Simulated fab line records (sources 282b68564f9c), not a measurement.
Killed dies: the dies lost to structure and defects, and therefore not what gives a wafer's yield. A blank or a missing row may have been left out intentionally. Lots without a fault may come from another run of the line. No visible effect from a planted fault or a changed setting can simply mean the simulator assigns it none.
2 desks, one fault -- flow ritCmos -- each desk holds nothing but its own numbers, with what lay behind them at the end

METROLOGY DESK
What the gauges read for every lot (on any tool): the sampled wafers with a number, averaged. Marked OUT: a lot whose mean sits more than 4 standard deviations from the usual mean, which makes it out of limits; the brackets give that distance.
Columns: A = M1_AL_RS at RIT_M1_RS_MEAS_01, usual 0.0735 ohm/sq; B = M1_AL_THK at RIT_M1_THK_MEAS_02, usual 389 nm; C = cdNm at RIT_M1_CD_MEAS_09, usual 2599.4 nm; D = M1_OVL at RIT_M1_OVL_MEAS_10, usual -0.4 nm
lot,first seen here,A,B,C,D
L482,day 3 15:58,0.0730,392,2601.3,1.3
L483,day 3 17:50,0.0725,393,2599.2,-0.6
L494,day 6 04:14,0.0721,398,2599.9,-2.8
L499,day 7 04:45,0.0739,384,2598.9,1.1
L501,day 7 11:04,0.0728,391,2599.9,-1.5
L502,day 7 15:46,0.0734,388,2599.8,-0.2
This desk's verdict: no lot among the 6 shows anything out of limits.

AT THE TOOL OWNER'S DESK: rieMetal-03
The tool's own readings at RIT_M1_METAL_ETCH_12 (etches Al in Cl2/BCl3, stops on SiO2, time 165 s, target depth 600 nm): means of the sampled wafers that have a number, for each lot that ran on this tool. Marked OUT: a lot whose mean sits more than 4 standard deviations from the usual mean, which makes it out of limits; the brackets give that distance.
Columns: A = drypumpMotorCurrentA at RIT_M1_METAL_ETCH_12, usual 5.71 A; B = oesProductAu at RIT_M1_METAL_ETCH_12, usual 0.778 a.u.; C = throttleValvePct at RIT_M1_METAL_ETCH_12, usual 8.27 %
lot,first seen here,A,B,C
L482,day 3 17:27,5.65,0.780,8.07
L494,day 6 06:02,5.49,0.792,8.26
L499,day 7 06:24,5.59,0.772,8.18
L502,day 7 17:13,5.59,0.777,8.18
This desk's verdict: no lot among the 4 shows anything out of limits.

BROUGHT TOGETHER
At the metrology desk, nothing out of limits was observed.
The tool owner's desk saw nothing out of limits.

WHAT THE SIMULATOR PUT IN
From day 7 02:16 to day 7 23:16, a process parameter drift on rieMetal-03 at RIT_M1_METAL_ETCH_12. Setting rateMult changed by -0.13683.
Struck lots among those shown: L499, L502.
